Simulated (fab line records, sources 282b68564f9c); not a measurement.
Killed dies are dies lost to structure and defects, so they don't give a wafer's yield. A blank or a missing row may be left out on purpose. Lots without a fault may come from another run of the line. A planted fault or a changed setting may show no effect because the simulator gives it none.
fab line records | flow rit_cmos
record lots=6 wafers=18 last_day=7
route steps=202 shown GATE@83 M1@202
lots that met no fault: from a run of the same line without faults
start_h: hours from the record's first day to the start of the lot's first wafer shown | wait_h: hours since the lot's step before | " the same as in the row above | L1.1+2: a row that stands for several wafers | - no value, or no start given | * or withheld: withheld | < > ~ a bound
route shown NAME@n: a module of which the file shows steps, and the number in the route of the first | usual: mean/standard deviation of fault-free wafers | same: alike in all rows | chamber/n: place in a boat | sites: the reading at each site | _std_site: their standard deviation | _edge_site: outer sites' mean less inner sites' | radius_mm: how far each site lies from the wafer's centre | mask NAME#n: copy n | behind: the tool/chamber that last shaped the wafer | hold: why the lot was held/for how many hours/how that ended | device: the transistor (n, p or np) that didn't switch | end of line: the same wafers' tests at the end of the route | a step without rows: its recipe alone | killed: dies lost to structure and defects at the first sort, not the wafer's yield | map: a wafer's dies, x killed, . not, _ none there
set.NAME: the setting as run; set.NAME@STEP: as run at that earlier step | model.NAME: the simulator's own value behind a step, which no gauge read
lots at some steps of the route; a table a step, a row a wafer
services: from which hour (start_h, from the record's first day; less than 0 if before it) a tool's chamber was out of use, for how many hours, and why
## steps
# step RIT_GATE_THK_MEAS_07
# recipe reads=SiO2_of_GATE_OXIDATION_05
# usual GATE_OXIDE_THK=3.04/0.072
# columns lot.wafer tool chamber start_h wait_h GATE_OXIDE_THK[nm]
L259.3 film_metro-01 - 33.67 0.0 3.05
L259.4 " - " " 2.96
L259.6 " - " " 2.94
L266.3 film_metro-01 - 73.36 0.0 3.02
L266.4 " - " " 3.09
L266.6 " - " " 3.06
L268.3 film_metro-01 - 79.03 0.0 3.01
L268.5 " - " " 3.07
L268.6 " - " " 3.03
L277.3 film_metro-02 - 129.33 0.0 3.13
L277.4 " - " " 3.03
L277.5 " - " " 3.13
L279.4 film_metro-01 - 137.56 0.0 3.00
L279.5 " - " " 3.01
L279.6 " - " " 3.00
L282.2 film_metro-04 - 149.47 0.0 2.99
L282.3 " - " " 3.03
L282.4 " - " " 3.02
# step RIT_GATE_CVD_08
# recipe material=poly-Si target_thk_nm=250 temp_c=610 precursor=SiH4 time_s=2220 pressure_mtorr=300 sih4_flow_sccm=100
# step RIT_GATE_THK_MEAS_09
# recipe reads=poly-Si_of_GATE_CVD_08
# usual GATE_POLY_THK=249.4/2.6
# columns lot.wafer tool chamber start_h wait_h GATE_POLY_THK[nm]
L259.3 film_metro-02 - 35.34 0.0 253.4
L259.4 " - " " 254.0
L259.6 " - " " 254.1
L266.3 film_metro-01 - 75.04 0.0 248.7
L266.4 " - " " 247.6
L266.6 " - " " 249.1
L268.3 film_metro-04 - 80.71 0.0 247.4
L268.5 " - " " 249.3
L268.6 " - " " 249.3
L277.3 film_metro-04 - 131.00 0.0 247.4
L277.4 " - " " 246.0
L277.5 " - " " 246.6
L279.4 film_metro-01 - 139.24 0.0 253.3
L279.5 " - " " 251.4
L279.6 " - " " 252.2
L282.2 film_metro-01 - 151.15 0.0 248.2
L282.3 " - " " 248.7
L282.4 " - " " 248.2
# step RIT_GATE_HMDS_10
# recipe prime_time_s=60 prime_temp_c=140
# step RIT_GATE_COAT_11
# recipe resist=NOVOLAK spin_rpm=4250 resist_thk_nm=841
# step RIT_GATE_SOFTBAKE_12
# recipe resist=NOVOLAK temp_c=90 time_s=60
# step RIT_GATE_EXPOSE_13
# recipe mask_id=M6 na=0.6 source_shape=conventional sigma_outer=0.6 target_cd_nm=150 dose_mj=380
# step RIT_GATE_PEB_14
# recipe resist=NOVOLAK temp_c=withheld time_s=withheld
# step RIT_GATE_DEVELOP_15
# recipe resist=NOVOLAK develop_time_s=50 dev_temp_c=23
# step RIT_GATE_CD_MEAS_16
# recipe target_cd_nm=150
# usual cd_nm=150.6/2.7
# columns lot.wafer tool chamber start_h wait_h cd_nm
L259.3 cd_sem-02 - 36.27 - 146.2
L259.4 " - " " 147.6
L259.6 " - " " 148.1
L266.3 cd_sem-01 - 76.10 - 147.2
L266.4 " - " " 149.9
L266.6 " - " " 147.6
L268.3 cd_sem-01 - 81.64 - 147.9
L268.5 " - " " 146.9
L268.6 " - " " 147.4
L277.3 cd_sem-01 - 131.93 - 154.8
L277.4 " - " " 156.1
L277.5 " - " " 154.3
L279.4 cd_sem-01 - 140.18 - 155.7
L279.5 " - " " 156.2
L279.6 " - " " 155.0
L282.2 cd_sem-02 - 152.19 - 149.0
L282.3 " - " " 149.8
L282.4 " - " " 150.2
# step RIT_GATE_OVL_MEAS_17
# usual GATE_OVL=0.0/1.3
# columns lot.wafer tool chamber start_h wait_h GATE_OVL[nm]
L259.3 overlay-02 - 36.37 0.1 4.2
L259.4 " - " " 3.7
L259.6 " - " " 1.6
L266.3 overlay-01 - 76.19 0.1 1.0
L266.4 " - " " 0.6
L266.6 " - " " -0.3
L268.3 overlay-02 - 81.73 0.1 0.3
L268.5 " - " " 0.7
L268.6 " - " " 0.8
L277.3 overlay-01 - 132.03 0.1 -0.7
L277.4 " - " " 0.1
L277.5 " - " " 1.4
L279.4 overlay-01 - 140.26 0.1 0.4
L279.5 " - " " -0.3
L279.6 " - " " -0.4
L282.2 overlay-01 - 152.30 0.1 0.5
L282.3 " - " " -0.9
L282.4 " - " " 0.4
# step RIT_GATE_HARDBAKE_18
# recipe resist=NOVOLAK temp_c=140 time_s=60
# step RIT_GATE_ETCH_19
# recipe chemistry=SF6/CHF3/O2 time_s=165 SF6_flow_sccm=30 CHF3_flow_sccm=30 O2_flow_sccm=5 target=poly-Si pressure_mtorr=40 rf_w=160 target_depth_a=3125 over_etch_frac=0.25 stop_on=SiO2
# usual drypump_motor_current_A=5.6/0.38 oes_product_au=0.843/0.013 throttle_valve_pct=10.26/0.11
# columns lot.wafer tool chamber start_h wait_h drypump_motor_current_A oes_product_au rf_hours_counter_h throttle_valve_pct model.NOVOLAK_of_GATE_COAT_11.thk_nm
L259.3 rie_si-02 3 36.54 0.1 5.2 0.852 41 10.26 666.9
L259.4 " 3 " " 5.2 0.854 - 10.25 666.8
L259.6 " 2 " " 5.8 0.841 - 10.41 667.5
L266.3 rie_si-01 3 76.36 0.1 5.6 0.842 65 10.31 667
L266.4 " 1 " " 5.5 0.822 121 10.36 662.8
L266.6 " 0 " " 4.9 0.852 - 10.24 630.3
L268.3 rie_si-01 1 81.90 0.1 5.5 0.828 121 10.35 660.6
L268.5 " 0 " " 4.9 0.855 - 10.25 626.3
L268.6 " 1 " " 5.5 0.834 - 10.36 661.2
L277.3 rie_si-02 0 132.20 0.1 5.8 0.853 83 10.23 655.9
L277.4 " 2 " " 5.7 0.827 2 10.42 663.7
L277.5 " 2 " " 5.8 0.827 - 10.43 663.2
L279.4 rie_si-02 1 140.43 0.1 6.2 0.845 48 10.07 658.2
L279.5 " 3 " " 5.2 0.837 - 10.26 664.4
L279.6 " 0 " " 5.7 0.853 - 10.22 659.3
L282.2 rie_si-01 3 152.51 0.1 5.7 0.840 65 10.30 664.8
L282.3 " 0 " " 4.9 0.851 69 10.28 653.5
L282.4 " 1 " " 5.5 0.826 121 10.34 658.9
# step RIT_GATE_STRIP_20
# recipe chemistry=O2 time_s=180 resist=NOVOLAK platen_temp_c=withheld power_w=500 pressure_mtorr=4000 o2_flow_sccm=4000
# usual drypump_motor_current_A=5.9/0.68
# columns lot.wafer tool chamber start_h wait_h drypump_motor_current_A rf_hours_counter_h
L259.3 plasma_asher-01 0 36.71 0.1 6.7 -
L259.4 " 1 " " 5.6 -
L259.6 " 0 " " 6.7 -
L266.3 plasma_asher-01 0 76.53 0.1 6.7 -
L266.4 " 1 " " 5.6 -
L266.6 " 1 " " 5.6 -
L268.3 plasma_asher-01 0 82.07 0.1 6.7 -
L268.5 " 0 " " 6.8 -
L268.6 " 1 " " 5.6 -
L277.3 plasma_asher-04 0 132.37 0.1 6.3 -
L277.4 " 1 " " 5.2 -
L277.5 " 0 " " 6.3 -
L279.4 plasma_asher-03 1 140.59 0.1 4.9 -
L279.5 " 1 " " 4.9 -
L279.6 " 0 " " 6.2 -
L282.2 plasma_asher-03 0 152.62 0.1 6.2 50
L282.3 " 1 " " 4.9 -
L282.4 " 0 " " 6.2 -
# step RIT_M1_PROBE_99
# usual killed_at_M0_to_M3=0.1/0.34 killed_at_contacts=0.1/0.26 killed_at_front_end=7/3.1 killed_dies=7/3.1 killed_open=3.5/1.9 killed_short=3.4/2.1
# same gross_dies=264 killed_at_M4_up=0 killed_at_back_side=0 killed_at_other=0
# columns lot.wafer tool chamber start_h wait_h killed_at_M0_to_M3 killed_at_contacts killed_at_front_end killed_dies killed_open killed_short model.etest.pmos_turned.r_on_ohm_um model.etest.pmos_0p3.r_on_ohm_um model.etest.pmos_0p15.r_on_ohm_um model.etest.pmos_0p15.drive_ua_um model.etest.pwell_pinched.rs_ohm_sq model.etest.pmos_turned.drive_ua_um model.etest.nwell_pinched.rs_ohm_sq model.etest.nmos_turned.drive_ua_um
L259.3 prober-01 - 58.55 0.2 0 1 5 6 3 3 3300 6192 2657 269.8 451.7 202.3 349.6 334.3
L259.4 prober-01 - 58.60 0.2 0 0 2 2 1 1 3375 6187 2684 266.8 460.6 197.8 349.8 322
L259.6 prober-01 - 58.70 0.2 0 0 8 8 5 3 3353 6213 2715 266 458 202.8 354.3 336.2
L266.3 prober-01 - 98.95 0.2 0 0 5 5 2 3 3311 6232 2682 266.9 457.7 201 346.9 324.4
L266.4 prober-01 - 99.00 0.2 0 0 5 5 2 3 3387 6349 2764 257.6 452.9 194.8 346.4 311.5
L266.6 prober-01 - 99.10 0.2 0 0 14 14 5 9 2931 5925 2374 313.9 498.1 238.9 375.8 343.5
L268.3 prober-01 - 106.27 0.2 0 0 9 9 6 3 3444 6293 2743 260.2 447.8 189.5 346.4 310.6
L268.5 prober-01 - 106.37 0.2 0 0 8 8 6 2 3008 6057 2446 305.8 492.3 231.4 378.5 334.4
L268.6 prober-01 - 106.42 0.2 0 0 7 7 5 2 3338 6240 2683 264.7 451.8 197.3 346.9 318.7
L277.3 prober-02 - 152.67 0.2 0 0 4 4 3 1 3530 6534 2892 237.5 456.6 183.7 339.4 325.9
L277.4 prober-02 - 152.72 0.2 0 0 4 4 2 2 3656 6548 2979 231.7 461.5 179 345.9 323.7
L277.5 prober-02 - 152.77 0.2 0 0 7 7 4 3 3533 6518 2881 239.6 451.3 183.4 338.6 327.3
L279.4 prober-02 - 162.35 0.2 0 0 9 9 4 5 3531 6348 2854 243.9 446.2 186.7 336.6 325.6
L279.5 prober-02 - 162.40 0.2 0 0 9 9 3 6 3626 6344 2942 240.3 458.2 179.7 342.7 315.4
L279.6 prober-02 - 162.45 0.2 0 0 10 10 5 5 3648 6491 2939 240.2 463.1 179.6 347.4 314.8
L282.2 prober-01 - 174.30 0.1 0 0 4 4 3 1 3468 6376 2778 254.4 451.6 187.2 341.5 315.2
L282.3 prober-01 - 174.35 0.2 1 0 9 10 3 7 3517 6419 2848 250.4 458.9 186 349.1 314.8
L282.4 prober-01 - 174.40 0.2 0 0 4 4 0 4 3509 6394 2821 250.6 457.8 184.4 342.5 309.8
# killed by level:class
L259.3 SILICIDE:geometric_particle:short=2 SPACER:geometric_particle:short=1 SPACER:geometric_particle:open=1 SILICIDE:geometric_particle:open=1 CONTACT:geometric_particle:open=1
L259.4 GATE:geometric_particle:short=1 SILICIDE:geometric_particle:open=1
L259.6 FOX1:geometric_particle:open=3 GATE:geometric_particle:short=2 GATE:geometric_particle:open=1 REOX:geometric_particle:short=1 SPACER:geometric_particle:open=1
L266.3 SPACER:geometric_particle:short=2 FOX2:geometric_particle:short=1 GATE:geometric_particle:open=1 SILICIDE:geometric_particle:open=1
L266.4 SILICIDE:geometric_particle:short=2 FOX2:geometric_particle:short=1 REOX:geometric_particle:open=1 SILICIDE:geometric_particle:open=1
L266.6 GATE:geometric_particle:short=3 FOX2:geometric_particle:short=2 GATE:geometric_particle:open=2 SILICIDE:geometric_particle:short=2 FOX1:geometric_particle:open=1 REOX:geometric_particle:short=1 SPACER:geometric_particle:open=1 SPACER:geometric_particle:short=1
L268.3 SPACER:geometric_particle:open=5 SPACER:geometric_particle:short=2 REOX:geometric_particle:short=1 REOX:geometric_particle:open=1
L268.5 SPACER:geometric_particle:open=3 FOX1:geometric_particle:open=1 FOX2:geometric_particle:short=1 FOX2:geometric_particle:open=1 GATE:geometric_particle:short=1 SILICIDE:geometric_particle:open=1
L268.6 REOX:geometric_particle:open=4 GATE:geometric_particle:short=1 GATE:geometric_particle:open=1 REOX:geometric_particle:short=1
L277.3 FOX1:geometric_particle:open=1 GATE:geometric_particle:open=1 REOX:geometric_particle:open=1 SILICIDE:geometric_particle:short=1
L277.4 FOX2:geometric_particle:open=2 FOX1:geometric_particle:short=1 GATE:geometric_particle:short=1
L277.5 GATE:geometric_particle:open=2 SILICIDE:geometric_particle:open=2 FOX1:geometric_particle:short=1 GATE:geometric_particle:short=1 SPACER:geometric_particle:short=1
L279.4 GATE:geometric_particle:short=3 FOX1:geometric_particle:open=2 REOX:geometric_particle:short=2 REOX:geometric_particle:open=1 FOX2:geometric_particle:open=1
L279.5 GATE:geometric_particle:short=3 FOX2:geometric_particle:short=2 GATE:geometric_particle:open=2 ACTIVE:geometric_particle:open=1 SPACER:geometric_particle:short=1
L279.6 GATE:geometric_particle:short=3 GATE:geometric_particle:open=3 FOX2:geometric_particle:short=1 REOX:geometric_particle:open=1 SPACER:geometric_particle:open=1 SILICIDE:geometric_particle:short=1
L282.2 GATE:geometric_particle:open=2 GATE:geometric_particle:short=1 SILICIDE:geometric_particle:open=1
L282.3 GATE:geometric_particle:short=6 FOX2:geometric_particle:open=1 GATE:geometric_particle:open=1 REOX:geometric_particle:open=1 M1:geometric_particle:short=1
L282.4 FOX1:geometric_particle:short=1 GATE:geometric_particle:short=1 SPACER:geometric_particle:short=1 SILICIDE:geometric_particle:short=1
## services
# columns tool chamber start_h hours kind
rie_si-02 1 26.75 43.1 repair
rie_si-02 2 28.32 7.6 repair
plasma_asher-01 - 59.59 11.9 repair
rie_si-02 0 80.78 2.1 repair
rie_si-01 2 81.52 6.8 repair
plasma_asher-04 - 101.70 3.8 repair
plasma_asher-04 - 108.75 9.0 pm
plasma_asher-04 0 108.75 9.0 vent_cycle
plasma_asher-04 1 108.75 9.0 vent_cycle
rie_si-01 0 110.61 3.7 repair
plasma_asher-04 0 117.75 - clean
plasma_asher-04 1 117.75 - clean
rie_si-01 - 145.90 2.8 pm
## key
first_sign none at tools or gauges
model_effect step=RIT_GATE_ETCH_19 value=NOVOLAK_of_GATE_COAT_11.thk_nm without=655 struck=628.3
model_effect step=RIT_M1_PROBE_99 value=etest.pmos_turned.r_on_ohm_um without=3326 struck=2969
met_at RIT_GATE_ETCH_19
struck_wafers L266.6,L268.5
tester_left_out L266,L268
fault kind=process_parameter_drift tool=rie_si-01 chamber=0 onset_h=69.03 steps=RIT_GATE_ETCH_19 channel=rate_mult offset=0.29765 shape=step end_h=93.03
# tester_left_out: of these lots the tester's yield and bins aren't shown, on N5 and GAA mostly nor the transistor test; their killed dies are dies lost to structure and defects alone, not to doping, threshold or leakage, so they don't give the yield
